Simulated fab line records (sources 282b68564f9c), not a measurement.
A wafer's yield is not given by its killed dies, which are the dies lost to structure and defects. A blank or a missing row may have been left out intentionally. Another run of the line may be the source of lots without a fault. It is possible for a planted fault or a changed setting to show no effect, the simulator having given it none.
Which tool was responsible? -- flow ritCmos -- 42 wafers from 14 lots sampled at 4 of the route's 202 steps

== WHAT THE GAUGES READ, wafer by wafer ==
RIT_FOX2_THK_MEAS_01. Usual: FOX2_OXIDE_THK gives 341 nm (standard deviation 6.8).
lot,measured,on,FOX2_OXIDE_THK (nm),flag
L954,day 1 19:20,filmMetro-02,343 339 340,
L955,day 2 00:58,filmMetro-03,345 347 344,
L957,day 2 11:22,filmMetro-03,338 342 337,
L958,day 2 16:31,filmMetro-02,336 340 341,
L959,day 2 21:36,filmMetro-04,334 338 334,
L960,day 3 07:15,filmMetro-03,329 332 331,
L961,day 3 10:04,filmMetro-04,349 347 345,
L962,day 3 12:20,filmMetro-04,350 348 349,
L965,day 4 03:31,filmMetro-02,341 342 344,
L967,day 4 16:22,filmMetro-03,356 351 350,
L968,day 4 20:32,filmMetro-03,502 495 499,OFF
L969,day 5 03:27,filmMetro-03,520 519 514,OFF
L973,day 5 20:02,filmMetro-04,341 340 337,
L977,day 6 15:29,filmMetro-04,335 340 335,

RIT_FOX2_THK_MEAS_90. Usual: FIELD_OXIDE_LEFT_1_THK gives 314 nm (standard deviation 6.7).
lot,measured,on,FIELD_OXIDE_LEFT_1_THK (nm),flag
L954,day 1 20:13,filmMetro-03,315 312 313,
L955,day 2 01:51,filmMetro-03,318 320 316,
L957,day 2 12:14,filmMetro-03,311 315 309,
L958,day 2 17:23,filmMetro-02,309 312 313,
L959,day 2 22:29,filmMetro-04,307 311 307,
L960,day 3 08:07,filmMetro-04,301 305 303,
L961,day 3 10:56,filmMetro-03,321 319 317,
L962,day 3 13:13,filmMetro-02,323 321 322,
L965,day 4 04:24,filmMetro-04,313 315 316,
L967,day 4 17:19,filmMetro-03,329 324 322,
L968,day 4 21:29,filmMetro-02,475 468 471,OFF
L969,day 5 04:37,filmMetro-02,493 491 488,OFF
L973,day 5 20:59,filmMetro-03,314 313 311,
L977,day 6 16:25,filmMetro-02,307 313 308,

RIT_FOX2_THK_MEAS_91. Usual: FIELD_OXIDE_LEFT_2_THK gives 246 nm (standard deviation 6.8).
lot,measured,on,FIELD_OXIDE_LEFT_2_THK (nm),flag
L954,day 2 09:16,filmMetro-04,247 244 245,
L955,day 2 14:04,filmMetro-03,250 252 249,
L957,day 3 01:45,filmMetro-04,244 247 242,
L958,day 3 06:26,filmMetro-04,241 244 246,
L959,day 3 12:20,filmMetro-03,239 243 239,
L960,day 3 20:28,filmMetro-02,233 236 234,
L961,day 4 01:13,filmMetro-03,253 252 249,
L962,day 4 01:23,filmMetro-04,255 253 254,
L965,day 4 18:21,filmMetro-04,245 247 248,
L967,day 5 06:44,filmMetro-04,260 256 254,
L968,day 5 11:49,filmMetro-03,406 399 403,OFF
L969,day 5 17:52,filmMetro-03,426 423 420,OFF
L973,day 6 09:37,filmMetro-03,246 245 243,
L977,day 7 07:41,filmMetro-02,239 245 240,

== TOOL THAT RAN EACH LOT (tool first, then ch and the chambers of the sampled wafers, then the start) ==
lot,RIT_FOX2_OXIDATION_00
L954,"furnace-03 ch 0, day 1 18:01"
L955,"furnace-03 ch 0, day 1 23:40"
L957,"furnace-01 ch 0, day 2 10:01"
L958,"furnace-03 ch 0, day 2 15:12"
L959,"furnace-04 ch 0, day 2 20:17"
L960,"furnace-04 ch 0, day 3 05:56"
L961,"furnace-03 ch 0, day 3 08:44"
L962,"furnace-01 ch 0, day 3 11:01"
L965,"furnace-01 ch 0, day 4 02:11"
L967,"furnace-03 ch 0, day 4 15:03"
L968,"furnace-01 ch 0, day 4 16:56 and furnace-03 ch 0, day 4 19:10"
L969,"furnace-04 ch 0, day 4 22:44 and furnace-03 ch 0, day 5 02:03"
L973,"furnace-04 ch 0, day 5 18:43"
L977,"furnace-03 ch 0, day 6 14:10"
- RIT_FOX2_OXIDATION_00: target thk 350.7 nm, ox time 1082 s.

== WHAT THE TOOLS THEMSELVES READ (means of the sampled wafers that have a number; where no wafer has one, the mark that the record gives instead) ==
The record holds no such reading with a usual standard deviation.

== THE ANSWER, worked out from the rows above alone ==
Rule: lot off if the mean of its wafers having a number is beyond 3 standard deviations from the usual mean. A lot without any number at a reading at which 4 lots or more have one is off too. Where the step has rows for the other lots, those lots are counted as sound. The gauges are gone through in route order, then the tools' own readings, and for those a lot's mean is taken as printed above. The first step at which some lot is off is used, and at that step the reading that is off furthest; a lot without a number counts as furthest.
Off: at RIT_FOX2_THK_MEAS_01 (FOX2_OXIDE_THK), L968, L969.
If a tool, at a process step before that reading, ran all the lots that are off and no sound lot after the first of them, it fits. Not tried: the gauges at RIT_FOX2_THK_MEAS_01; whatever is off there is also off at RIT_FOX2_THK_MEAS_90, on other tools, and gauge error can't account for it. No candidate that was tried fits.

== WHAT HAD BEEN PUT IN BY THE SIMULATOR ==
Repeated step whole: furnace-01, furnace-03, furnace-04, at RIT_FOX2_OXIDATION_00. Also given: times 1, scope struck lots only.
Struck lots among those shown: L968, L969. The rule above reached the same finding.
